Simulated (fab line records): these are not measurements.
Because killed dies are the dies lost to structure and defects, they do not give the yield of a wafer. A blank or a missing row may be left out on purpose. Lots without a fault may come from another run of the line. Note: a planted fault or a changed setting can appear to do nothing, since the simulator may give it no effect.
8D (eight disciplines) problem report, filled in by code    flow rit_cmos    the parts of the form that need people (team, actions taken, sign-off) are left out

== 1. WHAT IS WRONG ==
At RIT_PSD_DEVELOP_05, developer_temp_C averages 23.91 C over 6 wafers from 2 lots, while fault-free wafers read 22.96 C, standard deviation 0.11. That puts it +8.6 standard deviations away from the usual mean.
The step: develop time 50 s.
Earliest sighting: wafer L135.2 on litho_track-01 at day 5 09:00. The record has a number at this step for 42 wafers belonging to 14 lots. Rule for "out" (also "out of limits"): further than 4 standard deviations from the usual mean. The other wafers with a number count as sound.

== 2. WHAT THIS IS AND IS NOT ==
question                     is                      is not
which readings at this step  developer_temp_C        chill_plate_temp_C
which lots                   L135, L137              L125, L126, L127, L128, L129, L130, L133, L141, L142, L145, L146, L147
which wafers of those lots   all that have a number  -
read on which tools          litho_track-01          litho_track-03, litho_track-04
when                         from day 5 09:00        up to then (21 sound wafers); but 15 sound wafers of L141, L142, L145, L146, L147 came after

== 3. SUSPECTS, AND WHAT RULES EACH OUT ==
Counting: a tool stays on the suspect list if, at a process step up to the reading, it processed all lots that are out and no sound lot following the first of them.
- litho_track-01 at RIT_PSD_DEVELOP_05 (develop time 50 s): kept. It processed each lot that is out, first L135 at day 5 09:00, and no sound lot thereafter; up to then, the last sound lot it processed was L130 at day 4 06:00. On those wafers its own readings are out: developer_temp_C.
Remaining after the count: litho_track-01 at RIT_PSD_DEVELOP_05.

== 4. THE CAUSE (what the simulator had put in) ==
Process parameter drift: litho_track-01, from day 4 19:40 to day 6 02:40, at RIT_PSD_DEVELOP_05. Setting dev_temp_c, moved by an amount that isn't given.
After counting, this tool was the only one left.

== 5. THE EFFECT CHAIN, in route order ==
Each row: a reading whose mean over the struck wafers that have a number lies more than 3 standard deviations from the usual. Only readings for which the record gives a usual standard deviation are gone through. hours: the time from each lot's start at the first step in this table that gives one to its start at this step, as a median over the lots. sigmas: the change in usual standard deviations.
hours  step                reading           usual    on struck wafers  change  sigmas
0      RIT_PSD_DEVELOP_05  developer_temp_C  22.96 C  23.91             +0.95   +8.6
Process steps it contains:
- RIT_PSD_DEVELOP_05: develop time 50 s.

== 6. WHAT WOULD HAVE CAUGHT IT SOONER ==
First out-of-limits reading in this record: day 5 09:00, which is 13 hours after fault onset at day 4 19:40.
